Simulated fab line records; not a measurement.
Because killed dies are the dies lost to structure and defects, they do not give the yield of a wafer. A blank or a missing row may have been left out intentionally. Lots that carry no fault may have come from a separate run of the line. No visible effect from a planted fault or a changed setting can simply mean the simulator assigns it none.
fab line records -- flow berkeley-cmos170
record lots=13, wafers=39, last-day=11
route steps=331 shown V2@295 M3@310
lots that met no fault: from a run of the same line without faults
start-h: the number of hours between the record's first day and the start of the first shown wafer of the lot -- wait-h: hours from the lot's prior step to this one -- " same as the row above -- L1.1+2: several wafers, shown together as one row -- - no value present, or no start provided -- * or withheld: withheld -- < > ~ a bound
route shown NAME@n: names a module that has steps shown in the file, with the first one's number in the route -- usual: mean and standard deviation over wafers with no fault -- same: alike in all rows -- chamber/n: place in a boat -- sites: per-site readings -- _std_site: standard deviation across them -- _edge_site: the outer-site mean with the inner-site mean subtracted -- radius-mm: for every site, how far away it sits from the centre of the wafer -- mask NAME#n: copy n -- behind: the most recent tool/chamber to have shaped the wafer -- hold: why the lot went on hold/how many hours it stayed there/how the hold came to an end -- device: whichever transistor did not switch (one of n, p or np) -- end of line: the route-end tests of the same wafers -- a step with no rows: only its recipe -- killed: the dies lost at the first sort to structure and to defects; this is not the yield of the wafer -- map: the dies of a wafer, with x for killed, . for not killed, _ for no die there
set.NAME: the setting as run; set.NAME@STEP: as run at that earlier step -- model.NAME: the simulator's own value behind a step, which no gauge read
steps of the route over a sample of lots; a table a step, a row a wafer
services: the hour from which a tool's chamber was out of use, counted from the record's first day as start-h (under 0 if before that day), plus the number of hours and why
## steps
# step UCB170_V2_BOW_MEAS_03
# recipe mode=bow
# usual V2_BOW=36/7.8
lot.wafer,tool,chamber,start-h,wait-h,V2_BOW[um]
L710.1,film-metro-02,-,165.64,0.2,38
L710.4,film-metro-02,-,165.64,0.2,25
L710.5,film-metro-02,-,165.64,0.2,43
L709.1,film-metro-04,-,165.94,0.1,33
L709.3,film-metro-04,-,165.94,0.1,27
L709.5,film-metro-04,-,165.94,0.1,29
L712.1,film-metro-02,-,183.08,0.1,49
L712.4,film-metro-02,-,183.08,0.1,34
L712.5,film-metro-02,-,183.08,0.1,43
L713.3,film-metro-03,-,183.60,0.3,28
L713.5,film-metro-03,-,183.60,0.3,28
L713.6,film-metro-03,-,183.60,0.3,35
L715.1,film-metro-03,-,208.35,0.1,30
L715.2,film-metro-03,-,208.35,0.1,38
L715.4,film-metro-03,-,208.35,0.1,34
L716.2,film-metro-04,-,208.56,0.2,28
L716.3,film-metro-04,-,208.56,0.2,33
L716.5,film-metro-04,-,208.56,0.2,20
L717.2,film-metro-04,-,208.86,0.2,35
L717.3,film-metro-04,-,208.86,0.2,30
L717.5,film-metro-04,-,208.86,0.2,40
L720.1,film-metro-02,-,231.13,0.1,32
L720.3,film-metro-02,-,231.13,0.1,34
L720.4,film-metro-02,-,231.13,0.1,40
L727.1,film-metro-03,-,245.34,0.1,38
L727.4,film-metro-03,-,245.34,0.1,26
L727.5,film-metro-03,-,245.34,0.1,49
L732.2,film-metro-02,-,263.65,0.3,51
L732.3,film-metro-02,-,263.65,0.3,42
L732.4,film-metro-02,-,263.65,0.3,29
L730.1,film-metro-04,-,264.21,0.2,39
L730.3,film-metro-04,-,264.21,0.2,29
L730.5,film-metro-04,-,264.21,0.2,39
L729.1,film-metro-04,-,264.57,0.2,40
L729.2,film-metro-04,-,264.57,0.2,49
L729.4,film-metro-04,-,264.57,0.2,39
L731.1,film-metro-03,-,264.88,0.2,36
L731.4,film-metro-03,-,264.88,0.2,47
L731.6,film-metro-03,-,264.88,0.2,40
# step UCB170_V2_OVL_MEAS_13
# usual V2_OVL=1/5
lot.wafer,tool,chamber,start-h,wait-h,V2_OVL[nm]
L710.1,overlay-01,-,167.32,0.1,0
L710.4,overlay-01,-,167.32,0.1,1
L710.5,overlay-01,-,167.32,0.1,-5
L709.1,overlay-02,-,167.47,0.1,2
L709.3,overlay-02,-,167.47,0.1,1
L709.5,overlay-02,-,167.47,0.1,1
L712.1,overlay-01,-,185.66,0.1,5
L712.4,overlay-01,-,185.66,0.1,4
L712.5,overlay-01,-,185.66,0.1,7
L713.3,overlay-02,-,185.96,0.1,-9
L713.5,overlay-02,-,185.96,0.1,1
L713.6,overlay-02,-,185.96,0.1,0
L715.1,overlay-02,-,211.08,0.1,5
L715.2,overlay-02,-,211.08,0.1,6
L715.4,overlay-02,-,211.08,0.1,12
L716.2,overlay-02,-,212.07,0.1,5
L716.3,overlay-02,-,212.07,0.1,7
L716.5,overlay-02,-,212.07,0.1,3
L717.2,overlay-02,-,212.34,0.1,0
L717.3,overlay-02,-,212.34,0.1,-5
L717.5,overlay-02,-,212.34,0.1,-3
L720.1,overlay-02,-,233.37,0.1,-7
L720.3,overlay-02,-,233.37,0.1,-8
L720.4,overlay-02,-,233.37,0.1,-14
L727.1,overlay-02,-,246.88,0.1,-1
L727.4,overlay-02,-,246.88,0.1,3
L727.5,overlay-02,-,246.88,0.1,-4
L732.2,overlay-01,-,265.71,0.1,-2
L732.3,overlay-01,-,265.71,0.1,3
L732.4,overlay-01,-,265.71,0.1,-2
L730.1,overlay-02,-,265.98,0.1,1
L730.3,overlay-02,-,265.98,0.1,3
L730.5,overlay-02,-,265.98,0.1,0
L729.1,overlay-01,-,266.88,0.1,-6
L729.2,overlay-01,-,266.88,0.1,-2
L729.4,overlay-01,-,266.88,0.1,-1
L731.1,overlay-02,-,267.71,0.1,1
L731.4,overlay-02,-,267.71,0.1,-2
L731.6,overlay-02,-,267.71,0.1,9
# step UCB170_V2_CD_MEAS_90
# recipe target-cd-nm=700
# usual cd-nm=700.1/1.8
lot.wafer,tool,chamber,start-h,wait-h,cd-nm
L710.1,cd-sem-01,-,167.63,0.1,700.3
L710.4,cd-sem-01,-,167.63,0.1,701.0
L710.5,cd-sem-01,-,167.63,0.1,700.7
L709.1,cd-sem-01,-,167.78,0.1,699.8
L709.3,cd-sem-01,-,167.78,0.1,698.9
L709.5,cd-sem-01,-,167.78,0.1,698.1
L712.1,cd-sem-01,-,185.98,0.1,700.3
L712.4,cd-sem-01,-,185.98,0.1,700.1
L712.5,cd-sem-01,-,185.98,0.1,699.8
L713.3,cd-sem-02,-,186.30,0.1,701.5
L713.5,cd-sem-02,-,186.30,0.1,701.8
L713.6,cd-sem-02,-,186.30,0.1,701.0
L715.1,cd-sem-01,-,211.39,0.1,699.3
L715.2,cd-sem-01,-,211.39,0.1,701.2
L715.4,cd-sem-01,-,211.39,0.1,700.1
L716.2,cd-sem-02,-,212.39,0.1,697.9
L716.3,cd-sem-02,-,212.39,0.1,698.3
L716.5,cd-sem-02,-,212.39,0.1,697.2
L717.2,cd-sem-01,-,212.67,0.1,700.8
L717.3,cd-sem-01,-,212.67,0.1,699.3
L717.5,cd-sem-01,-,212.67,0.1,698.4
L720.1,cd-sem-01,-,233.69,0.1,701.5
L720.3,cd-sem-01,-,233.69,0.1,701.4
L720.4,cd-sem-01,-,233.69,0.1,702.1
L727.1,cd-sem-01,-,247.20,0.1,702.3
L727.4,cd-sem-01,-,247.20,0.1,700.6
L727.5,cd-sem-01,-,247.20,0.1,700.6
L732.2,cd-sem-02,-,266.04,0.1,698.8
L732.3,cd-sem-02,-,266.04,0.1,699.3
L732.4,cd-sem-02,-,266.04,0.1,700.2
L730.1,cd-sem-01,-,266.29,0.1,700.4
L730.3,cd-sem-01,-,266.29,0.1,699.0
L730.5,cd-sem-01,-,266.29,0.1,702.1
L729.1,cd-sem-02,-,267.20,0.1,704.3
L729.2,cd-sem-02,-,267.20,0.1,702.8
L729.4,cd-sem-02,-,267.20,0.1,704.8
L731.1,cd-sem-01,-,268.02,0.1,697.7
L731.4,cd-sem-01,-,268.02,0.1,700.3
L731.6,cd-sem-01,-,268.02,0.1,699.3
# step UCB170_M3_SPUTTER_01
# recipe material=Al, target-thk-nm=900, time-s=120, power-w=6000, chamber-pressure-pa=0.5
# usual throttle-valve-pct=30.0/1
lot.wafer,tool,chamber,start-h,wait-h,throttle-valve-pct
L710.1,pvd-sputter-04,-,167.82,0.0,28.3
L710.4,pvd-sputter-04,-,167.82,0.0,29.8
L710.5,pvd-sputter-04,-,167.82,0.0,30.2
L709.1,pvd-sputter-03,-,167.97,0.0,30.2
L709.3,pvd-sputter-03,-,167.97,0.0,31.1
L709.5,pvd-sputter-03,-,167.97,0.0,28.9
L712.1,pvd-sputter-04,-,186.17,0.0,28.0
L712.4,pvd-sputter-04,-,186.17,0.0,28.5
L712.5,pvd-sputter-04,-,186.17,0.0,28.2
L713.3,pvd-sputter-02,-,186.44,0.0,30.5
L713.5,pvd-sputter-02,-,186.44,0.0,31.9
L713.6,pvd-sputter-02,-,186.44,0.0,30.2
L715.1,pvd-sputter-04,-,211.58,0.0,30.0
L715.2,pvd-sputter-04,-,211.58,0.0,29.9
L715.4,pvd-sputter-04,-,211.58,0.0,28.6
L716.2,pvd-sputter-03,-,212.56,0.0,28.5
L716.3,pvd-sputter-03,-,212.56,0.0,30.1
L716.5,pvd-sputter-03,-,212.56,0.0,31.3
L717.2,pvd-sputter-04,-,212.84,0.0,29.9
L717.3,pvd-sputter-04,-,212.84,0.0,27.9
L717.5,pvd-sputter-04,-,212.84,0.0,29.9
L720.1,pvd-sputter-04,-,233.87,0.0,28.3
L720.3,pvd-sputter-04,-,233.87,0.0,29.6
L720.4,pvd-sputter-04,-,233.87,0.0,29.7
L727.1,pvd-sputter-04,-,247.38,0.0,29.9
L727.4,pvd-sputter-04,-,247.38,0.0,28.3
L727.5,pvd-sputter-04,-,247.38,0.0,28.8
L732.2,pvd-sputter-02,-,266.20,0.0,29.8
L732.3,pvd-sputter-02,-,266.20,0.0,30.7
L732.4,pvd-sputter-02,-,266.20,0.0,32.0
L730.1,pvd-sputter-02,-,266.48,0.0,30.5
L730.3,pvd-sputter-02,-,266.48,0.0,31.6
L730.5,pvd-sputter-02,-,266.48,0.0,31.9
L729.1,pvd-sputter-02,-,267.38,0.0,29.8
L729.2,pvd-sputter-02,-,267.38,0.0,31.8
L729.4,pvd-sputter-02,-,267.38,0.0,30.4
L731.1,pvd-sputter-02,-,268.21,0.0,31.7
L731.4,pvd-sputter-02,-,268.21,0.0,30.2
L731.6,pvd-sputter-02,-,268.21,0.0,31.8
# step UCB170_M3_RS_MEAS_02
# recipe thk-meas-gauge=four-point-probe, reads=Al_of_M3_SPUTTER_01
# usual M3_AL_RS=0.03227/0.0003
lot.wafer,tool,chamber,start-h,wait-h,M3_AL_RS[ohm/sq]
L710.1,film-metro-04,-,167.90,0.0,0.03258
L710.4,film-metro-04,-,167.90,0.0,0.03204
L710.5,film-metro-04,-,167.90,0.0,0.0325
L709.1,film-metro-02,-,168.05,0.0,0.03261
L709.3,film-metro-02,-,168.05,0.0,0.03248
L709.5,film-metro-02,-,168.05,0.0,0.03223
L712.1,film-metro-02,-,186.25,0.0,0.03248
L712.4,film-metro-02,-,186.25,0.0,0.03227
L712.5,film-metro-02,-,186.25,0.0,0.03257
L713.3,film-metro-01,-,186.57,0.1,0.03182
L713.5,film-metro-01,-,186.57,0.1,0.03155
L713.6,film-metro-01,-,186.57,0.1,0.03159
L715.1,film-metro-04,-,211.66,0.0,0.03206
L715.2,film-metro-04,-,211.66,0.0,0.03279
L715.4,film-metro-04,-,211.66,0.0,0.0324
L716.2,film-metro-01,-,212.66,0.1,0.03259
L716.3,film-metro-01,-,212.66,0.1,0.03258
L716.5,film-metro-01,-,212.66,0.1,0.03291
L717.2,film-metro-04,-,212.94,0.1,0.03208
L717.3,film-metro-04,-,212.94,0.1,0.03228
L717.5,film-metro-04,-,212.94,0.1,0.03245
L720.1,film-metro-01,-,233.96,0.0,0.03194
L720.3,film-metro-01,-,233.96,0.0,0.03195
L720.4,film-metro-01,-,233.96,0.0,0.03229
L727.1,film-metro-02,-,247.47,0.0,0.03252
L727.4,film-metro-02,-,247.47,0.0,0.03219
L727.5,film-metro-02,-,247.47,0.0,0.02217
L732.2,film-metro-04,-,266.31,0.1,0.0328
L732.3,film-metro-04,-,266.31,0.1,0.03247
L732.4,film-metro-04,-,266.31,0.1,0.03246
L730.1,film-metro-01,-,266.56,0.0,0.03237
L730.3,film-metro-01,-,266.56,0.0,0.03214
L730.5,film-metro-01,-,266.56,0.0,0.03217
L729.1,film-metro-01,-,267.47,0.0,0.03227
L729.2,film-metro-01,-,267.47,0.0,0.03198
L729.4,film-metro-01,-,267.47,0.0,0.03188
L731.1,film-metro-04,-,268.29,0.0,0.03189
L731.4,film-metro-04,-,268.29,0.0,0.03178
L731.6,film-metro-04,-,268.29,0.0,0.0321
# step UCB170_M3_THK_MEAS_03
# recipe thk-meas-gauge=xrf, reads=Al_of_M3_SPUTTER_01
# usual M3_AL_THK=896/11
lot.wafer,tool,chamber,start-h,wait-h,M3_AL_THK[nm]
L710.1,film-metro-04,-,168.02,0.1,890
L710.4,film-metro-04,-,168.02,0.1,900
L710.5,film-metro-04,-,168.02,0.1,888
L709.1,film-metro-02,-,168.17,0.1,891
L709.3,film-metro-02,-,168.17,0.1,899
L709.5,film-metro-02,-,168.17,0.1,903
L712.1,film-metro-02,-,186.37,0.1,897
L712.4,film-metro-02,-,186.37,0.1,904
L712.5,film-metro-02,-,186.37,0.1,894
L713.3,film-metro-01,-,186.67,0.1,895
L713.5,film-metro-01,-,186.67,0.1,915
L713.6,film-metro-01,-,186.67,0.1,907
L715.1,film-metro-04,-,211.78,0.1,912
L715.2,film-metro-04,-,211.78,0.1,888
L715.4,film-metro-04,-,211.78,0.1,899
L716.2,film-metro-01,-,212.77,0.1,886
L716.3,film-metro-01,-,212.77,0.1,886
L716.5,film-metro-01,-,212.77,0.1,874
L717.2,film-metro-04,-,213.05,0.1,907
L717.3,film-metro-04,-,213.05,0.1,903
L717.5,film-metro-04,-,213.05,0.1,895
L720.1,film-metro-01,-,234.08,0.1,899
L720.3,film-metro-01,-,234.08,0.1,896
L720.4,film-metro-01,-,234.08,0.1,885
L727.1,film-metro-02,-,247.59,0.1,892
L727.4,film-metro-02,-,247.59,0.1,903
L727.5,film-metro-02,-,247.59,0.1,1307
L732.2,film-metro-04,-,266.42,0.1,888
L732.3,film-metro-04,-,266.42,0.1,892
L732.4,film-metro-04,-,266.42,0.1,898
L730.1,film-metro-01,-,266.68,0.1,887
L730.3,film-metro-01,-,266.68,0.1,890
L730.5,film-metro-01,-,266.68,0.1,894
L729.1,film-metro-01,-,267.59,0.1,885
L729.2,film-metro-01,-,267.59,0.1,895
L729.4,film-metro-01,-,267.59,0.1,898
L731.1,film-metro-04,-,268.41,0.1,920
L731.4,film-metro-04,-,268.41,0.1,919
L731.6,film-metro-04,-,268.41,0.1,912
# step UCB170_M3_METAL_ETCH_18
# recipe chemistry=Cl2/BCl3, target=Al, stop-on=SiO2, pressure-mtorr=12, target-depth-a=11700, over-etch-frac=0.3, time-s=195, icp-w=600, bias-w=120, Cl2_flow_sccm=90, bcl3-flow-sccm=45
# usual drypump-motor-current-A=5.6/0.58, oes-product-au=0.850/0.015, throttle-valve-pct=24.36/0.19
lot.wafer,tool,chamber,start-h,wait-h,drypump-motor-current-A,oes-product-au,rf-hours-counter-h,throttle-valve-pct
L710.1,rie-metal-02,1,170.02,-,5.7,0.827,2,24.65
L710.4,rie-metal-02,1,170.02,-,5.6,0.829,-,24.64
L710.5,rie-metal-02,0,170.02,-,4.9,0.860,-,24.33
L709.1,rie-metal-01,1,170.27,-,5.5,0.846,6,24.10
L709.3,rie-metal-01,0,170.27,-,6.3,0.838,-,24.47
L709.5,rie-metal-01,1,170.27,-,5.5,0.853,-,24.09
L712.1,rie-metal-04,0,188.98,-,6.4,0.862,6,24.17
L712.4,rie-metal-04,0,188.98,-,6.4,0.866,-,24.17
L712.5,rie-metal-04,1,188.98,-,5.0,0.855,-,24.42
L713.3,rie-metal-02,1,189.31,-,5.7,0.842,-,24.65
L713.5,rie-metal-02,0,189.31,-,4.9,0.879,-,24.34
L713.6,rie-metal-02,1,189.31,-,5.7,0.843,-,24.62
L715.1,rie-metal-04,1,216.50,-,4.9,0.865,11,24.43
L715.2,rie-metal-04,0,216.50,-,6.4,0.852,6,24.17
L715.4,rie-metal-04,0,216.50,-,6.4,0.856,-,24.16
L716.2,rie-metal-01,0,217.68,-,6.4,0.834,12,24.47
L716.3,rie-metal-01,1,217.68,-,5.6,0.831,-,24.10
L716.5,rie-metal-01,1,217.68,-,5.6,0.832,-,24.10
L717.2,rie-metal-01,1,218.50,-,5.5,0.848,7,24.10
L717.3,rie-metal-01,1,218.50,-,5.5,0.847,-,24.11
L717.5,rie-metal-01,1,218.50,-,5.5,0.833,-,24.10
L720.1,rie-metal-01,1,237.32,-,5.5,0.844,8,24.11
L720.3,rie-metal-01,0,237.32,-,6.4,0.850,-,24.47
L720.4,rie-metal-01,1,237.32,-,5.5,0.837,-,24.09
L727.1,rie-metal-04,1,250.32,-,5.0,0.858,12,24.43
L727.4,rie-metal-04,1,250.32,-,4.9,0.869,-,24.43
L727.5,rie-metal-04,0,250.32,-,6.4,0.987,-,24.09
L732.2,rie-metal-02,1,270.70,-,5.7,0.818,5,24.63
L732.3,rie-metal-02,0,270.70,-,4.9,0.858,-,24.33
L732.4,rie-metal-02,1,270.70,-,5.7,0.828,-,24.64
L730.1,rie-metal-01,1,270.97,-,5.5,0.842,9,24.10
L730.3,rie-metal-01,0,270.97,-,6.3,0.844,-,24.46
L730.5,rie-metal-01,0,270.97,-,6.4,0.837,-,24.47
L729.1,rie-metal-04,0,271.38,-,6.4,0.858,8,24.17
L729.2,rie-metal-04,1,271.38,-,5.0,0.871,13,24.45
L729.4,rie-metal-04,1,271.38,-,4.9,0.871,-,24.42
L731.1,rie-metal-01,1,271.94,-,5.5,0.843,9,24.09
L731.4,rie-metal-01,1,271.94,-,5.5,0.854,-,24.09
L731.6,rie-metal-01,1,271.94,-,5.5,0.840,-,24.09
## services
tool,chamber,start-h,hours,kind
rie-metal-02,0,151.61,-,clean
rie-metal-02,0,151.61,13.7,scheduled-down
rie-metal-02,0,151.61,13.7,vent-cycle
rie-metal-04,-,182.51,2.8,pm
rie-metal-01,1,209.80,4.3,repair
pvd-sputter-02,-,215.22,1.0,repair
pvd-sputter-04,-,224.76,0.6,repair
rie-metal-01,1,226.22,7.5,repair
rie-metal-02,-,244.04,1.0,repair
pvd-sputter-02,-,245.74,7.2,repair
pvd-sputter-04,-,261.10,8.2,repair
## key
first-sign step=UCB170_M3_RS_MEAS_02, reading=M3_AL_RS, direction=down, sigmas=34, usual=0.03227, struck=0.02217
effect step=UCB170_M3_THK_MEAS_03, reading=M3_AL_THK, direction=up, sigmas=39, usual=896, struck=1307
effect step=UCB170_M3_METAL_ETCH_18, reading=oes-product-au, direction=up, sigmas=9.4, usual=0.850, struck=0.987
met-at UCB170_M3_SPUTTER_01
struck-lots L727
struck-wafers L727.5
later-rows-left-out L727.5
sort-left-out L727.5
not-acting-at UCB170_V2_BOW_MEAS_03,UCB170_V2_OVL_MEAS_13,UCB170_V2_CD_MEAS_90
onset-between 211.58 247.38
fault kind=process-parameter-drift, tool=pvd-sputter-04, chamber=-, onset-h=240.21, steps=UCB170_M3_SPUTTER_01, channel=target-thk-nm, offset=401.39, shape=step, end-h=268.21, acts-in=these-recipes-only, stated=900, scope=struck-wafers-only
# sort-left-out: the simulated sort isn't trusted on such a fault, so these wafers' sort isn't shown, and their yield isn't known
# later-rows-left-out: the simulator's readings of these wafers behind a module that went badly wrong aren't trusted and aren't shown, but for the sort
